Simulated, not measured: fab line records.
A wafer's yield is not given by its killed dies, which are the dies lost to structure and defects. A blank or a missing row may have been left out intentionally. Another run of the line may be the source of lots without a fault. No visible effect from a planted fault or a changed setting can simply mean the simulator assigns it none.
One fault through the eyes of 2 desks | flow berkeleyCmos170 | every desk sees just its own numbers, and what lay behind them comes last

== FOR THE TOOL OWNER'S DESK: rieDiel-04 ==
The tool's own readings at UCB170_CONTACT_ETCH_17 (etches BARC in N2/H2): means of the sampled wafers that have a number, for each lot that ran on this tool. If a lot's mean is further than 4 standard deviations from the usual mean, the lot is out of limits and carries the mark OUT (the distance appears in the brackets).
Columns: A = drypumpMotorCurrentA at UCB170_CONTACT_ETCH_17, usual 5.75 A; B = oesProductAu at UCB170_CONTACT_ETCH_17, usual 0.99 a.u.; C = rfFwdPowerW at UCB170_CONTACT_ETCH_17, usual 495.0 W; D = throttleValvePct at UCB170_CONTACT_ETCH_17, usual 13.27 %
lot  | first seen here | A    | B    | C               | D
L586 | day 8 12:05     | 5.76 | 1.02 | 493.7           | 13.18
L593 | day 10 07:46    | 5.69 | 1.00 | 467.9 (-14) OUT | 13.28
L597 | day 10 15:31    | 5.64 | 0.96 | 442.2 (-26) OUT | 13.27
This desk's verdict: out of limits on L593, L597, starting with L593 at day 10 07:46 (rfFwdPowerW at UCB170_CONTACT_ETCH_17). In limits: L586.

== THE METROLOGY DESK ==
What the gauges read for every lot (on any tool): the sampled wafers with a number, averaged. If a lot's mean is further than 4 standard deviations from the usual mean, the lot is out of limits and carries the mark OUT (the distance appears in the brackets).
Columns: A = cdNm at UCB170_CONTACT_CD_MEAS_15, usual 699.4 nm; B = CONTACT_OVL at UCB170_CONTACT_OVL_MEAS_16, usual -1 nm
lot  | first seen here | A     | B
L586 | day 8 11:57     | 698.5 | 0
L590 | day 9 15:31     | 697.8 | 4
L593 | day 10 07:38    | 698.5 | 4
L597 | day 10 15:23    | 701.2 | -4
L602 | day 12 11:52    | 698.0 | -4
L606 | day 12 21:46    | 699.5 | -5
Result from this desk: across the 6 lots, nothing is out of limits.

== TAKEN TOGETHER ==
At day 10 07:46, on L593, L597, the tool owner's desk was in a position to raise an alarm.
The metrology desk saw nothing out of limits.
The metrology desk has L593, L597 on record, within its limits.
UCB170_CONTACT_ETCH_17 was run on rieDiel-04 by each of the lots named.

== WHAT WAS PUT IN BY THE SIMULATOR ==
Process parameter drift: rieDiel-04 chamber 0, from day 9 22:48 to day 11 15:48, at UCB170_CONTACT_ETCH_17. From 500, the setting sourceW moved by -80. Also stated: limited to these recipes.
Shown lots that were struck: L593, L597.
Time in hours from fault onset to the first out-of-limits reading at each desk: the tool owner's desk, 9.
